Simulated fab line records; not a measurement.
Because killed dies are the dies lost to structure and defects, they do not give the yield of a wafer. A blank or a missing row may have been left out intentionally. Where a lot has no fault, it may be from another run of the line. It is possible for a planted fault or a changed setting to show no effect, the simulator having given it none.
A struck lot beside a sound one	flow rit-cmos	43 steps out of a route of 202
Sound: these wafers, L696.2, L696.3, L696.4. Struck: wafer L706.4 (L706.2, L706.5, from the same lot, were not struck and are left out); the cause is given at the end.
Order at every step that has rows: each side's tool, ch and its chambers, its first start. Under that, the readings that differ: sound wafers	struck wafers	difference of the means	sigmas: that difference in standard deviations of wafers without a fault.
alike: words and numbers the same on both sides, and readings whose means are apart by under 2 such deviations; not compared: readings that were withheld, readings missing a value for some wafer, numbers with overlapping values and no deviation given by the record, and bounds like >300 which may hide the same value.
A row with sigmas, a row that says differs or no value, or rows on one side alone: a step with any of these is where the two part. When numbers do not overlap yet have no deviation, they are printed without sigmas and do not part them. A reading missing from all wafers of one side parts the sides only when that side holds two or more wafers.

RIT_GATE_THK_MEAS_07:
  struck on film-metro-02, day 6 10:56; sound on film-metro-03, day 4 09:00
  alike: GATE_OXIDE_THK
then, 1 step without rows for these wafers: RIT_GATE_CVD_08 (deposits poly-Si from SiH4, target thk 250 nm, time 2220 s).
RIT_GATE_THK_MEAS_09:
  struck on film-metro-03, day 6 12:37; sound on film-metro-02, day 4 10:41
  alike: GATE_POLY_THK
then, 6 steps without rows for these wafers: RIT_GATE_HMDS_10 (prime time 60 s); RIT_GATE_COAT_11 (resist thk 850 nm); RIT_GATE_SOFTBAKE_12 (time 60 s); RIT_GATE_EXPOSE_13 (exposes mask M6, target cd 150 nm); RIT_GATE_PEB_14; RIT_GATE_DEVELOP_15 (develop time 50 s).
RIT_GATE_CD_MEAS_16: target cd 150 nm.
  struck on cd-sem-01, day 6 13:35; sound on cd-sem-02, day 4 11:50
  alike: cd-nm
RIT_GATE_OVL_MEAS_17:
  struck on overlay-01, day 6 13:41; sound on overlay-01, day 4 11:56
  alike: GATE_OVL
then, 1 step without rows for these wafers: RIT_GATE_HARDBAKE_18 (time 60 s).
RIT_GATE_ETCH_19: etches poly-Si in SF6/CHF3/O2, stops on SiO2, time 165 s, target depth 312.5 nm.
  sound on rie-si-02 ch 0,1, day 4 12:15; struck on rie-si-02 ch 3, day 6 13:52
  alike: drypump-motor-current-A, oes-product-au, throttle-valve-pct
  not compared: rf-hours-counter-h
RIT_GATE_STRIP_20: strips in O2, time 180 s.
  sound on plasma-asher-03 ch 0,1, day 4 12:22; struck on plasma-asher-03 ch 0, day 6 13:59
  alike: drypump-motor-current-A
  not compared: rf-hours-counter-h
RIT_GATE_CD_MEAS_90: target cd 150 nm.
  struck on cd-sem-01, day 6 14:10; sound on cd-sem-01, day 4 12:34
  alike: cd-nm
then, 4 steps without rows for these wafers: RIT_REOX_CLEAN_00 (cleans in SC1, time 600 s); RIT_REOX_CLEAN_01 (cleans in dHF, time 30 s); RIT_REOX_CLEAN_02 (cleans in SC2, time 600 s); RIT_REOX_OXIDATION_03 (target thk 25.2 nm, ox time 5580 s).
RIT_REOX_THK_MEAS_04:
  struck on film-metro-03, day 6 17:19; sound on film-metro-03, day 4 16:24
  alike: REOX_OXIDE_THK
then, 6 steps without rows for these wafers: RIT_NLDD_HMDS_00 (prime time 60 s); RIT_NLDD_COAT_01 (resist thk 1000 nm); RIT_NLDD_SOFTBAKE_02 (time 60 s); RIT_NLDD_EXPOSE_03 (exposes mask M7, target cd 40700 nm); RIT_NLDD_PEB_04; RIT_NLDD_DEVELOP_05 (develop time 50 s).
RIT_NLDD_OVL_MEAS_06:
  struck on overlay-02, day 6 18:14; sound on overlay-02, day 4 17:19
  alike: NLDD_OVL
then, 2 steps without rows for these wafers: RIT_NLDD_HARDBAKE_07 (time 60 s); RIT_NLDD_IMPLANT_08.
RIT_NLDD_STRIP_09: strips in O2, time 180 s.
  sound on plasma-asher-03 ch 0,1, day 4 17:38; struck on plasma-asher-02 ch 0, day 6 18:34
  alike: drypump-motor-current-A
  not compared: rf-hours-counter-h
RIT_NLDD_TW_MEAS_10:
  struck on film-metro-04, day 6 18:45; sound on film-metro-03, day 4 17:50
  alike: NLDD_TW
then, 6 steps without rows for these wafers: RIT_PLDD_HMDS_00 (prime time 60 s); RIT_PLDD_COAT_01 (resist thk 1000 nm); RIT_PLDD_SOFTBAKE_02 (time 60 s); RIT_PLDD_EXPOSE_03 (exposes mask M8, target cd 40900 nm); RIT_PLDD_PEB_04; RIT_PLDD_DEVELOP_05 (develop time 50 s).
RIT_PLDD_OVL_MEAS_06:
  struck on overlay-02, day 6 19:47; sound on overlay-02, day 4 18:47
  alike: PLDD_OVL
then, 2 steps without rows for these wafers: RIT_PLDD_HARDBAKE_07 (time 60 s); RIT_PLDD_IMPLANT_08.
RIT_PLDD_STRIP_09: strips in O2, time 180 s.
  sound on plasma-asher-04 ch 0,1, day 4 19:07; struck on plasma-asher-02 ch 1, day 6 20:07
reading	sound	struck	difference	sigmas
drypump-motor-current-A (A)	6.7 6.7 6.4	5.4	-1.2	-3
  not compared: rf-hours-counter-h
RIT_PLDD_TW_MEAS_10:
  struck on film-metro-02, day 6 20:17; sound on film-metro-04, day 4 19:17
reading	sound	struck	difference	sigmas
PLDD_TW	2333 2314 2336	2352	+24	+2
RIT_M1_PROBE_99:
  struck on prober-01, day 7 10:14; sound on prober-01, day 5 09:57
reading	sound	struck	difference	sigmas
killed-at-front-end	11 10 6	43	+34	+12
killed-dies	11 10 6	43	+34	+12
  alike: killed-open, killed-short

WHERE THEY PART
Earliest at RIT_PLDD_STRIP_09; latest, in this record, at RIT_M1_PROBE_99.

WHY: whatever the simulator had introduced
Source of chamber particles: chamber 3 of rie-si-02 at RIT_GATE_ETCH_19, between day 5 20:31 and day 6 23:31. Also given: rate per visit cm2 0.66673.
